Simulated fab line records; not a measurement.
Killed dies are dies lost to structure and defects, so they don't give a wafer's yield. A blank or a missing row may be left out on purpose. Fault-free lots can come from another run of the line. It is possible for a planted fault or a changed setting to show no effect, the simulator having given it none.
What tool caused it? :: flow ritCmos :: 45 wafers from 15 lots sampled at 5 of the route's 202 steps

## WHAT THE GAUGES READ, wafer by wafer
RIT_PWELL_OVL_MEAS_06.
lot: L338
measured: day 1 22:23
on: overlay-02
PWELL_OVL (nm): 1.0 1.2 -1.4

lot: L339
measured: day 2 06:09
on: overlay-01
PWELL_OVL (nm): -0.8 0.4 -0.2

lot: L342
measured: day 3 01:41
on: overlay-01
PWELL_OVL (nm): -2.7 -0.7 -1.1

lot: L343
measured: day 3 06:41
on: overlay-01
PWELL_OVL (nm): -1.6 -1.6 0.1

lot: L344
measured: day 3 10:08
on: overlay-02
PWELL_OVL (nm): 1.6 0.7 0.9

lot: L345
measured: day 3 15:49
on: overlay-02
PWELL_OVL (nm): 1.2 0.3 -0.2

lot: L348
measured: day 4 09:25
on: overlay-01
PWELL_OVL (nm): 0.8 1.0 -1.2

lot: L349
measured: day 4 12:05
on: overlay-02
PWELL_OVL (nm): -1.2 0.3 1.7

lot: L351
measured: day 4 21:16
on: overlay-01
PWELL_OVL (nm): 0.8 0.6 -2.4

lot: L352
measured: day 4 23:45
on: overlay-02
PWELL_OVL (nm): 0.0 0.2 0.1

lot: L353
measured: day 5 04:29
on: overlay-01
PWELL_OVL (nm): -0.4 0.1 -0.9

lot: L354
measured: day 5 08:37
on: overlay-01
PWELL_OVL (nm): -4.4 -1.6 0.5

lot: L355
measured: day 5 12:37
on: overlay-02
PWELL_OVL (nm): 0.1 0.6 -0.8

lot: L357
measured: day 5 22:56
on: overlay-02
PWELL_OVL (nm): 0.4 2.3 2.1

lot: L360
measured: day 6 14:00
on: overlay-02
PWELL_OVL (nm): -1.3 2.3 -0.2

RIT_PRETRO_OVL_MEAS_06.
lot: L338
measured: day 2 07:20
on: overlay-01
PRETRO_OVL (nm): 0.6 0.0 -1.2

lot: L339
measured: day 2 16:32
on: overlay-02
PRETRO_OVL (nm): 0.6 -0.9 1.2

lot: L342
measured: day 3 12:00
on: overlay-02
PRETRO_OVL (nm): -1.8 1.3 1.1

lot: L343
measured: day 3 16:03
on: overlay-01
PRETRO_OVL (nm): -5.0 -1.9 -3.2

lot: L344
measured: day 3 20:11
on: overlay-01
PRETRO_OVL (nm): -0.9 -1.4 -0.3

lot: L345
measured: day 4 01:42
on: overlay-02
PRETRO_OVL (nm): 1.5 1.0 -0.7

lot: L348
measured: day 4 18:04
on: overlay-01
PRETRO_OVL (nm): -1.9 0.0 -1.8

lot: L349
measured: day 4 21:18
on: overlay-01
PRETRO_OVL (nm): -2.1 -2.2 -1.9

lot: L351
measured: day 5 06:43
on: overlay-01
PRETRO_OVL (nm): 0.9 0.0 -0.6

lot: L352
measured: day 5 09:02
on: overlay-02
PRETRO_OVL (nm): -0.9 -0.9 -0.1

lot: L353
measured: day 5 13:57
on: overlay-01
PRETRO_OVL (nm): - - -

lot: L354
measured: day 5 18:13
on: overlay-02
PRETRO_OVL (nm): - - -

lot: L355
measured: day 5 22:24
on: overlay-02
PRETRO_OVL (nm): - - -

lot: L357
measured: day 6 08:17
on: overlay-02
PRETRO_OVL (nm): -0.7 -1.4 -1.9

lot: L360
measured: day 6 22:50
on: overlay-02
PRETRO_OVL (nm): 0.1 -2.4 1.6

RIT_PLDD_TW_MEAS_10.
lot: L338
measured: day 3 04:05
on: filmMetro-01
PLDD_TW: 2313 2312 2307

lot: L339
measured: day 3 09:40
on: filmMetro-02
PLDD_TW: 2354 2354 2349

lot: L342
measured: day 4 07:11
on: filmMetro-02
PLDD_TW: 2356 2346 2346

lot: L343
measured: day 4 12:25
on: filmMetro-03
PLDD_TW: 2366 2355 2348

lot: L344
measured: day 4 15:04
on: filmMetro-03
PLDD_TW: 2350 2350 2355

lot: L345
measured: day 4 18:55
on: filmMetro-03
PLDD_TW: 2350 2343 2352

lot: L348
measured: day 5 08:26
on: filmMetro-03
PLDD_TW: 2346 2346 2344

lot: L349
measured: day 5 12:33
on: filmMetro-03
PLDD_TW: 2334 2332 2330

lot: L351
measured: day 5 22:42
on: filmMetro-03
PLDD_TW: 2351 2337 2323

lot: L352
measured: day 5 23:07
on: filmMetro-01
PLDD_TW: 2336 2341 2340

lot: L353
measured: day 6 04:59
on: filmMetro-03
PLDD_TW: 2353 2343 2358

lot: L354
measured: day 6 08:19
on: filmMetro-03
PLDD_TW: 2358 2347 2350

lot: L355
measured: day 6 11:50
on: filmMetro-03
PLDD_TW: 2349 2345 2356

lot: L357
measured: day 6 23:16
on: filmMetro-02
PLDD_TW: 2356 2349 2365

lot: L360
measured: day 7 15:28
on: filmMetro-03
PLDD_TW: 2344 2368 2363

## WHICH TOOL RAN EACH LOT (tool, then ch and the chambers of the sampled wafers, then the start)
lot: L338
RIT_NWELL_STRIP_09: plasmaAsher-04 ch 0,1, day 1 21:09
RIT_PRETRO_EXPOSE_03: ilineStepper-02 ch 0, day 2 06:54

lot: L339
RIT_NWELL_STRIP_09: plasmaAsher-01 ch 0,1, day 2 04:54
RIT_PRETRO_EXPOSE_03: ilineStepper-01 ch 0, day 2 16:07

lot: L342
RIT_NWELL_STRIP_09: plasmaAsher-03 ch 0,1, day 3 00:26
RIT_PRETRO_EXPOSE_03: ilineStepper-01 ch 0, day 3 11:35

lot: L343
RIT_NWELL_STRIP_09: plasmaAsher-03 ch 0,1, day 3 05:29
RIT_PRETRO_EXPOSE_03: ilineStepper-01 ch 0, day 3 15:39

lot: L344
RIT_NWELL_STRIP_09: plasmaAsher-04 ch 0,1, day 3 09:01
RIT_PRETRO_EXPOSE_03: ilineStepper-02 ch 0, day 3 19:46

lot: L345
RIT_NWELL_STRIP_09: plasmaAsher-03 ch 0,1, day 3 14:34
RIT_PRETRO_EXPOSE_03: ilineStepper-02 ch 0, day 4 01:16

lot: L348
RIT_NWELL_STRIP_09: plasmaAsher-04 ch 0,1, day 4 08:13
RIT_PRETRO_EXPOSE_03: ilineStepper-02 ch 0, day 4 17:35

lot: L349
RIT_NWELL_STRIP_09: plasmaAsher-03 ch 0,1, day 4 10:50
RIT_PRETRO_EXPOSE_03: ilineStepper-02 ch 0, day 4 20:53

lot: L351
RIT_NWELL_STRIP_09: plasmaAsher-01 ch 0, day 4 20:01
RIT_PRETRO_EXPOSE_03: ilineStepper-01 ch 0, day 5 06:11

lot: L352
RIT_NWELL_STRIP_09: plasmaAsher-01 ch 0,1, day 4 22:18
RIT_PRETRO_EXPOSE_03: ilineStepper-02 ch 0, day 5 08:37

lot: L353
RIT_NWELL_STRIP_09: plasmaAsher-03 ch 0, day 5 03:22
RIT_PRETRO_EXPOSE_03: ilineStepper-02 ch 0, day 5 13:31

lot: L354
RIT_NWELL_STRIP_09: plasmaAsher-04 ch 0,1, day 5 07:33
RIT_PRETRO_EXPOSE_03: ilineStepper-02 ch 0, day 5 17:49

lot: L355
RIT_NWELL_STRIP_09: plasmaAsher-01 ch 0,1, day 5 11:30
RIT_PRETRO_EXPOSE_03: ilineStepper-02 ch 0, day 5 21:59

lot: L357
RIT_NWELL_STRIP_09: plasmaAsher-01 ch 0,1, day 5 21:35
RIT_PRETRO_EXPOSE_03: ilineStepper-01 ch 0, day 6 07:45

lot: L360
RIT_NWELL_STRIP_09: plasmaAsher-01 ch 0,1, day 6 12:46
RIT_PRETRO_EXPOSE_03: ilineStepper-01 ch 0, day 6 22:25
- RIT_NWELL_STRIP_09: strips in O2, time 180 s.
- RIT_PRETRO_EXPOSE_03: exposes mask M5, target cd 43700 nm.

## AS READ BY THE TOOLS THEMSELVES (means over the sampled wafers that have a number; for cases with no such wafer, the mark the record gives instead)
RIT_NWELL_STRIP_09.
lot: L338
tool: plasmaAsher-04
drypumpMotorCurrentA (A): 5.44

lot: L339
tool: plasmaAsher-01
drypumpMotorCurrentA (A): 5.85

lot: L342
tool: plasmaAsher-03
drypumpMotorCurrentA (A): 5.51

lot: L343
tool: plasmaAsher-03
drypumpMotorCurrentA (A): 5.49

lot: L344
tool: plasmaAsher-04
drypumpMotorCurrentA (A): 5.44

lot: L345
tool: plasmaAsher-03
drypumpMotorCurrentA (A): 5.62

lot: L348
tool: plasmaAsher-04
drypumpMotorCurrentA (A): 5.60

lot: L349
tool: plasmaAsher-03
drypumpMotorCurrentA (A): 5.61

lot: L351
tool: plasmaAsher-01
drypumpMotorCurrentA (A): 5.73

lot: L352
tool: plasmaAsher-01
drypumpMotorCurrentA (A): 5.84

lot: L353
tool: plasmaAsher-03
drypumpMotorCurrentA (A): 5.40

lot: L354
tool: plasmaAsher-04
drypumpMotorCurrentA (A): 5.40

lot: L355
tool: plasmaAsher-01
drypumpMotorCurrentA (A): 5.84

lot: L357
tool: plasmaAsher-01
drypumpMotorCurrentA (A): 5.95

lot: L360
tool: plasmaAsher-01
drypumpMotorCurrentA (A): 5.95

## THE ANSWER, worked out from the rows above alone
Rule: the usual values come from the lots themselves. Put in order of their means at a reading, lots are off if they are a third of the lots or fewer, leave a main group of 4 or more, and stand apart from it by a gap of 3 or more times the standard deviation of the main group's means; of several such gaps the widest counts. A main group whose means are all the same, to the digits that the tables above print for the reading, isn't used. Also off: a lot with no number at a reading for which 4 or more lots have one. The other lots that the step has rows for count as sound. Order of review: gauges by route order, followed by the tools' own readings, for which a lot's mean as printed above is used. The first step at which some lot is off is used, and at that step the reading that is off furthest; a lot without a number counts as furthest.
Off: L353, L354, L355, seen at RIT_PRETRO_OVL_MEAS_06 (PRETRO_OVL). Without a number there: L353, L354, L355. Main group: mean -0.7 nm, sd 1.1.
A tool fits if, at a process step before that reading, it ran every lot that is off, and no sound lot after the first of them. Those tools and the gauges at RIT_PRETRO_OVL_MEAS_06 are tried in the same way. One candidate fits, namely ilineStepper-02 at RIT_PRETRO_EXPOSE_03. Its last sound lot is L352 (day 5 08:37), its first lot that is off L353 (day 5 13:31): a fault that began between those two fits.

## WHAT THE SIMULATOR PUT IN
Scanner matching overlay: ilineStepper-02, from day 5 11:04 on, at RIT_PRETRO_EXPOSE_03. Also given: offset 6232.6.
Shown lots that were struck: L353, L354, L355. The rule above found the same.
